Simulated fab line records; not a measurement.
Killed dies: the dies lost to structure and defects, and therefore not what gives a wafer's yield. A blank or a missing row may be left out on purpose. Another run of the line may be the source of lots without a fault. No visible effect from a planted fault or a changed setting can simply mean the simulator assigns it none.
A lot that was struck, set against a sound lot | flow rit_cmos | 18 steps out of a route of 202
Sound: wafers L843.4, L843.5, L843.6. Wafers L854.1, L854.2, L854.5 were the ones struck. At the end, the cause is stated.
Order at every step that has rows: each side's tool, ch and its chambers, its first start. Under that, the readings that differ: sound wafers | struck wafers | difference of the means | sigmas: that difference in standard deviations of wafers without a fault.
alike: same words and numbers on both sides, and readings whose means sit less than 2 such deviations apart. not compared: any withheld reading, any reading some wafer has no value for, any bound like >300 that may hide the same value, and any number with overlapping values for which the record gives no deviation.
A row with sigmas, a row that says differs or no value, or rows on one side alone: a step with any of these is where the two part. Non-overlapping numbers with no deviation appear without sigmas and do not part them. Lack of a reading on every wafer of one side parts them only where that side has two or more wafers.

first, 4 steps without rows for these wafers: RIT_NRETRO_SOFTBAKE_02 (time 60 s); RIT_NRETRO_EXPOSE_03 (exposes mask M4, target cd 43900 nm); RIT_NRETRO_PEB_04; RIT_NRETRO_DEVELOP_05 (develop time 68 s).
RIT_NRETRO_OVL_MEAS_06:
  sound: overlay-01 at day 2 15:53; struck: overlay-02 at day 5 00:48
  alike: NRETRO_OVL
then, 2 steps without rows for these wafers: RIT_NRETRO_HARDBAKE_07 (time 120 s); RIT_NRETRO_IMPLANT_08.
RIT_NRETRO_STRIP_09: strips in O2, time 180 s.
  sound on plasma_asher-03 ch 0,1, day 2 16:22; struck on plasma_asher-04 ch 0,1, day 5 01:14
  alike: drypump_motor_current_A, o2_flow_sccm, rf_refl_power_W
  not compared: rf_hours_counter_h
RIT_NRETRO_TW_MEAS_10:
  sound: film_metro-04 at day 2 16:30; struck: film_metro-03 at day 5 01:25
  alike: NRETRO_TW
then, 3 steps without rows for these wafers: RIT_PRETRO_HMDS_00 (prime time 60 s); RIT_PRETRO_COAT_01 (resist thk 1300 nm); RIT_PRETRO_SOFTBAKE_02 (time 60 s).
RIT_PRETRO_EXPOSE_03: exposes mask M5, target cd 43700 nm.
  sound on iline_stepper-01 ch 0, day 2 17:10; struck on iline_stepper-02 ch 0, day 5 02:02
  reading                        | sound                | struck            | difference | sigmas
  model.PRETRO.overlay_x_nm (nm) | 0.2947 0.2947 0.2947 | 240.5 240.5 240.5 | +240.2     |
  alike: mask
then, 2 steps without rows for these wafers: RIT_PRETRO_PEB_04; RIT_PRETRO_DEVELOP_05 (develop time 68 s).
RIT_PRETRO_OVL_MEAS_06:
  sound: overlay-01 at day 2 17:34; struck: overlay-02 at day 5 02:28
  reading         | sound       | struck            | difference | sigmas
  PRETRO_OVL (nm) | 1.3 1.0 0.6 | 241.8 242.9 240.6 | +240.8     | +99 or more
then, 1 step without rows for these wafers: RIT_PRETRO_HARDBAKE_07 (time 120 s).
RIT_M1_PROBE_99:
  sound: prober-02 at day 4 07:00; struck: prober-01 at day 6 05:40
  reading                                    | sound                | struck               | difference | sigmas
  model.etest.retro_edge_pmos.off_log10_a_um | -10.34 -9.986 -10.23 | -8.684 -8.584 -8.875 | +1.471     |
  model.etest.retro_edge_nmos.off_log10_a_um | -9.044 -9.166 -9.236 | -8.321 -8.5 -8.273   | +0.784     |
  alike: killed_at_contacts, killed_at_front_end, killed_dies, killed_open, killed_short
  not compared: model.etest.well_edge_left.line_ohm_um

WHERE THEY PART
Within this record, at RIT_PRETRO_OVL_MEAS_06 only. Later steps at which nothing parts them and some readings are alike: RIT_M1_PROBE_99.

WHY: whatever the simulator had introduced
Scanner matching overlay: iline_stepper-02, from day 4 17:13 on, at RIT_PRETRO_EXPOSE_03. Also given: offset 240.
